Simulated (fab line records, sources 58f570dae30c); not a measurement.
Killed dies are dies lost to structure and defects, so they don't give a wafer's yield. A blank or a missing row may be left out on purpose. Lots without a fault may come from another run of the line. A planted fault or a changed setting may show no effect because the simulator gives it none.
A struck lot beside a sound one | flow berkeley_cmos170 | 36 steps out of a route of 331
Sound: wafers L713.4, L713.5, L713.6. Struck: wafers L702.1, L702.2, L702.5. The cause comes at the end.
At each step with rows: each side's tool, then ch and its chambers, then its first start. Under that, the readings that differ: sound wafers | struck wafers | difference of the means | sigmas: that difference in standard deviations of wafers without a fault.
alike: readings whose means differ by less than 2 such deviations, and words and numbers that are the same on both sides. not compared: withheld readings, readings that some wafer has no value for, bounds like >300 that may hide the same value, and numbers for which the record gives no deviation and whose values overlap.
The two part at a step that has a row with sigmas, a row that says differs or no value, or rows on one side only. Numbers that don't overlap but have no deviation are shown without sigmas and don't part them. A reading that every wafer of one side lacks parts them only if that side has two wafers or more.

first, 1 step without rows for these wafers: UCB170_SPACER_CVD_00 (deposits SiO2 from TEOS/O2, target thk 376 nm, time 47 s).
UCB170_SPACER_THK_MEAS_01:
  sound on film_metro-03, day 11 00:35; struck on film_metro-03, day 8 03:56
  alike: SPACER_TEOS_THK
then, 1 step without rows for these wafers: UCB170_SPACER_ANNEAL_02 (time 1800 s).
UCB170_SPACER_ETCHBACK_03: etches SiO2 in CHF3/CF4/Ar, stops on Si, target depth 376 nm, time 100 s.
  sound on rie_diel-02 ch 1,2, day 11 04:09; struck on rie_diel-02 ch 1,2,3, day 8 09:02
  alike: drypump_motor_current_A, mfc_ar_sccm, oes_product_au, throttle_valve_pct
  not compared: rf_hours_counter_h
then, 6 steps without rows for these wafers: UCB170_PSD_HMDS_00 (prime time 60 s); UCB170_PSD_COAT_01 (resist thk 900 nm); UCB170_PSD_SOFTBAKE_02 (time 60 s); UCB170_PSD_EXPOSE_03 (exposes mask PSELECT MOD, target cd 1200 nm); UCB170_PSD_PEB_04; UCB170_PSD_DEVELOP_05 (develop time 45 s).
UCB170_PSD_CD_MEAS_06: target cd 1200 nm.
  sound on cd_sem-01, day 11 05:28; struck on cd_sem-01, day 8 10:16
  alike: cd_nm
UCB170_PSD_OVL_MEAS_07:
  sound on overlay-02, day 11 05:32; struck on overlay-01, day 8 10:23
  alike: PSD_OVL
UCB170_PSD_IMPLANT_08:
  sound on implanter-04 ch 0, day 11 05:38; struck on implanter-04, day 8 10:25
  no value came back on the struck wafers for beam_energy_keV, beam_on_s (s), implant_ion_amu; on the sound wafers beam_energy_keV reads 19.993 19.997 20.000
UCB170_PSD_STRIP_09: strips in O2.
  sound on plasma_asher-03 ch 0,1, day 11 05:44; struck on plasma_asher-04 ch 0,1, day 8 10:34
  reading                      | sound             | struck            | difference | sigmas
  oes_product_au (a.u.)        | 0.604 0.595 0.595 | 0.738 0.727 0.731 | +0.134     | +30
  strip_time_to_endpoint_s (s) | 29.32 29.40 29.39 | 21.63 21.74 21.71 | -7.68      | -91
  alike: drypump_motor_current_A
  not compared: rf_hours_counter_h
UCB170_PSD_TW_MEAS_10:
  sound on film_metro-01, day 11 05:50; struck on film_metro-03, day 8 10:40
  reading | sound          | struck   | difference | sigmas
  PSD_TW  | 2338 2330 2336 | 30 30 30 | -2305      | -99 or more
then, 7 steps without rows for these wafers: UCB170_PSD_CLEAN_11 (cleans in SPM, time 600 s); UCB170_NSD_HMDS_00 (prime time 60 s); UCB170_NSD_COAT_01 (resist thk 900 nm); UCB170_NSD_SOFTBAKE_02 (time 60 s); UCB170_NSD_EXPOSE_03 (exposes mask NSELECT MOD, target cd 1200 nm); UCB170_NSD_PEB_04; UCB170_NSD_DEVELOP_05 (develop time 45 s).
UCB170_NSD_CD_MEAS_06: target cd 1200 nm.
  sound on cd_sem-02, day 11 07:55; struck on cd_sem-02, day 8 13:38
  alike: cd_nm
UCB170_NSD_OVL_MEAS_07:
  sound on overlay-02, day 11 07:59; struck on overlay-02, day 8 13:45
  alike: NSD_OVL
then, 1 step without rows for these wafers: UCB170_NSD_IMPLANT_08.
UCB170_NSD_STRIP_09: strips in O2.
  sound on plasma_asher-03 ch 0,1, day 11 08:11; struck on plasma_asher-04 ch 0,1, day 8 13:56
  alike: drypump_motor_current_A, oes_product_au, strip_time_to_endpoint_s
  not compared: rf_hours_counter_h
UCB170_NSD_TW_MEAS_10:
  sound on film_metro-04, day 11 08:17; struck on film_metro-01, day 8 14:02
  alike: NSD_TW
then, 4 steps without rows for these wafers: UCB170_NSD_CLEAN_11 (cleans in SPM, time 600 s); UCB170_BACKSIDE_HMDS_00 (prime time 60 s); UCB170_BACKSIDE_COAT_01 (resist thk 900 nm); UCB170_BACKSIDE_SOFTBAKE_02 (time 60 s).
UCB170_BACKSIDE_STRIP_03: strips in O2.
  sound on plasma_asher-01 ch 0,1, day 11 09:28; struck on plasma_asher-01 ch 0,1, day 8 14:43
  reading                      | sound             | struck            | difference | sigmas
  strip_time_to_endpoint_s (s) | 21.85 21.80 21.83 | 22.04 21.98 21.98 | +0.17      | +3
  alike: drypump_motor_current_A, oes_product_au
  not compared: rf_hours_counter_h
then, 1 step without rows for these wafers: UCB170_BACKSIDE_CLEAN_04 (cleans in SPM, time 600 s).
UCB170_SDANNEAL_RTA_00: time 10 s.
  sound on rtp_anneal-01 ch 0, day 11 09:44; struck on rtp_anneal-02 ch 0, day 8 15:00
  reading            | sound             | struck            | difference | sigmas
  lamp_power_pct (%) | 24.43 24.42 24.45 | 24.58 24.59 24.58 | +0.15      | +2
  alike: wafer_temp_C_max
UCB170_SDANNEAL_RTA_01: time 5 s.
  sound on rtp_anneal-01 ch 0, day 11 09:48; struck on rtp_anneal-02 ch 0, day 8 15:04
  alike: lamp_power_pct, wafer_temp_C_max
UCB170_SDANNEAL_RS_MEAS_02: measures by four-point-probe.
  sound on film_metro-03, day 11 09:53; struck on film_metro-01, day 8 15:07
  reading         | sound          | struck            | difference | sigmas
  PSD_RS (ohm/sq) | 75.8 75.5 75.3 | 132.8 132.9 133.1 | +57.4      | +99 or more

WHERE THEY PART
First at UCB170_PSD_IMPLANT_08; last, within this record, at UCB170_SDANNEAL_RS_MEAS_02.

WHY: what the simulator had put in
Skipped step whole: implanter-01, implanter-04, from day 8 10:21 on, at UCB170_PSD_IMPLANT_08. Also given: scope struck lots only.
